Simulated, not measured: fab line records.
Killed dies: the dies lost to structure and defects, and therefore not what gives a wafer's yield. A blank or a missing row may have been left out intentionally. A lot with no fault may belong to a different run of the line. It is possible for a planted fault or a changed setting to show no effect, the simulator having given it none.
What tool caused it? || flow berkeley-cmos170 || 21 wafers from 7 lots sampled at 2 of the route's 331 steps

## WHAT EACH GAUGE READ, for each wafer
UCB170_NWELL_TW_MEAS_16.
{"lot": "L491", "measured": "day 2 10:19", "on": "film-metro-02", "NWELL_TW": "1255 1250 1253"}
{"lot": "L493", "measured": "day 3 04:52", "on": "film-metro-01", "NWELL_TW": "1254 1245 1247"}
{"lot": "L494", "measured": "day 3 11:12", "on": "film-metro-02", "NWELL_TW": "1262 1264 1262"}
{"lot": "L503", "measured": "day 5 05:49", "on": "film-metro-01", "NWELL_TW": "1252 1255 1254"}
{"lot": "L505", "measured": "day 5 08:17", "on": "film-metro-03", "NWELL_TW": "393 382 398"}
{"lot": "L509", "measured": "day 6 05:28", "on": "film-metro-03", "NWELL_TW": "1248 1264 1255"}
{"lot": "L513", "measured": "day 7 00:35", "on": "film-metro-01", "NWELL_TW": "1258 1256 1257"}

## WHAT TOOL EACH LOT RAN ON (gives the tool, then ch and the chambers of the sampled wafers, and finally the start)
{"lot": "L491", "UCB170_NWELL_DEVELOP_11": "litho-track-03 ch 0, day 2 09:00"}
{"lot": "L493", "UCB170_NWELL_DEVELOP_11": "litho-track-04 ch 0, day 3 04:00"}
{"lot": "L494", "UCB170_NWELL_DEVELOP_11": "litho-track-01 ch 0, day 3 10:00"}
{"lot": "L503", "UCB170_NWELL_DEVELOP_11": "litho-track-04 ch 0, day 5 05:00"}
{"lot": "L505", "UCB170_NWELL_DEVELOP_11": "litho-track-01 ch 0, day 5 07:00"}
{"lot": "L509", "UCB170_NWELL_DEVELOP_11": "litho-track-04 ch 0, day 6 04:00"}
{"lot": "L513", "UCB170_NWELL_DEVELOP_11": "litho-track-04 ch 0, day 7 00:00"}
- UCB170_NWELL_DEVELOP_11: develop time 45 s.

## THE ANSWER, worked out from the rows above alone
Rule: the usual values come from the lots themselves. The widest of any qualifying gaps counts: lots, ordered by their means at a reading, are off when they make up no more than a third of the lots, leave a main group of 4 or more, and stand apart from it by 3 or more times the standard deviation of that group's means. A main group is skipped when, at the precision printed for the reading in the tables above, its means are all equal. Also off: a lot with no number at a reading for which 4 or more lots have one. All remaining lots with rows at the step are treated as sound.
Off: L505, at UCB170_NWELL_TW_MEAS_16 (NWELL_TW). For the main group the mean is 1255 and the standard deviation 4.3.
A tool fits if, at a process step before that reading, it ran every lot that is off, and no sound lot after the first of them. Gauges at UCB170_NWELL_TW_MEAS_16: tried the same way as those tools. One fits: UCB170_NWELL_DEVELOP_11 on litho-track-01. A fault onset in the window from L494 (day 3 10:00, its last sound lot) to L505 (day 5 07:00, its first lot off) fits.

## WHAT HAD BEEN PUT IN BY THE SIMULATOR
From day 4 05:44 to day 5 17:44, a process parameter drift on litho-track-01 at UCB170_NWELL_DEVELOP_11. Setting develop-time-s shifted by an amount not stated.
Struck lots among those shown: L505. The same result came from the rule above.
